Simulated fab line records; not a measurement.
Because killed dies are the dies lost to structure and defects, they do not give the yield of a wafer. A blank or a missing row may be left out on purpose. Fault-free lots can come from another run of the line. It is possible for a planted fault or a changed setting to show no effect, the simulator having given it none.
Which tool was responsible? -- flow berkeleyCmos170 -- 42 wafers from 14 lots sampled at 2 of the route's 331 steps

WHAT EACH GAUGE READ, for each wafer
UCB170_NVT_OVL_MEAS_06. Usual: NVT_OVL 3 nm, standard deviation 5.9.
lot,measured,on,NVT_OVL (nm),flag
L673,day 6 12:57,overlay-01,-7 -2 1,
L676,day 6 16:24,overlay-01,-4 4 -2,
L677,day 7 02:25,overlay-01,1 11 5,
L679,day 7 23:37,overlay-02,5 8 2,
L678,day 7 23:37,overlay-01,4 3 10,
L687,day 9 00:06,overlay-02,-4 -8 -6,
L686,day 9 00:23,overlay-02,15 17 6,
L690,day 10 13:18,overlay-02,3 8 -4,
L695,day 10 22:37,overlay-02,2 8 10,
L693,day 10 22:53,overlay-01,2 1 4,
L692,day 10 23:00,overlay-02,4 8 8,
L691,day 10 23:01,overlay-01,1 5 4,
L694,day 10 23:10,overlay-02,7 2 -3,
L696,day 11 11:23,overlay-02,-1 -4 0,

UCB170_NVT_TW_MEAS_09. Usual: NVT_TW 523, standard deviation 4.7.
lot,measured,on,NVT_TW,flag
L673,day 6 13:14,filmMetro-02,525 519 520,
L676,day 6 16:42,filmMetro-03,529 528 530,
L677,day 7 02:42,filmMetro-01,518 518 518,
L679,day 7 23:54,filmMetro-02,517 521 520,
L678,day 7 23:55,filmMetro-03,531 530 530,
L687,day 9 00:23,filmMetro-02,524 526 524,
L686,day 9 00:40,filmMetro-01,522 521 518,
L690,day 10 13:35,filmMetro-01,523 522 522,
L695,day 10 22:53,filmMetro-02,524 519 524,
L693,day 10 23:10,filmMetro-01,521 520 523,
L692,day 10 23:17,filmMetro-03,531 532 531,
L691,day 10 23:19,filmMetro-01,521 522 524,
L694,day 10 23:26,filmMetro-02,523 521 521,
L696,day 11 11:41,filmMetro-01,520 519 519,

WHICH TOOL RAN EACH LOT (tool, then ch and the chambers of the sampled wafers, then the start)
Record: no process step prior to these readings.

WHAT THE TOOLS THEMSELVES READ (means of the sampled wafers that have a number; where no wafer has one, the mark that the record gives instead)
The record holds no such reading with a usual standard deviation.

THE ANSWER, worked out from the rows above alone
Rule: a lot is off if the mean of its wafers that have a number lies more than 3 standard deviations from the usual mean. Also off: a lot with no number at a reading for which 4 or more lots have one. The other lots that the step has rows for count as sound. Order of review: gauges by route order, followed by the tools' own readings, for which a lot's mean as printed above is used. The first step at which some lot is off is used, and at that step the reading that is off furthest; a lot without a number counts as furthest.
None of the lots is off at any reading shown; this tells nothing.

WHAT WAS PUT IN BY THE SIMULATOR
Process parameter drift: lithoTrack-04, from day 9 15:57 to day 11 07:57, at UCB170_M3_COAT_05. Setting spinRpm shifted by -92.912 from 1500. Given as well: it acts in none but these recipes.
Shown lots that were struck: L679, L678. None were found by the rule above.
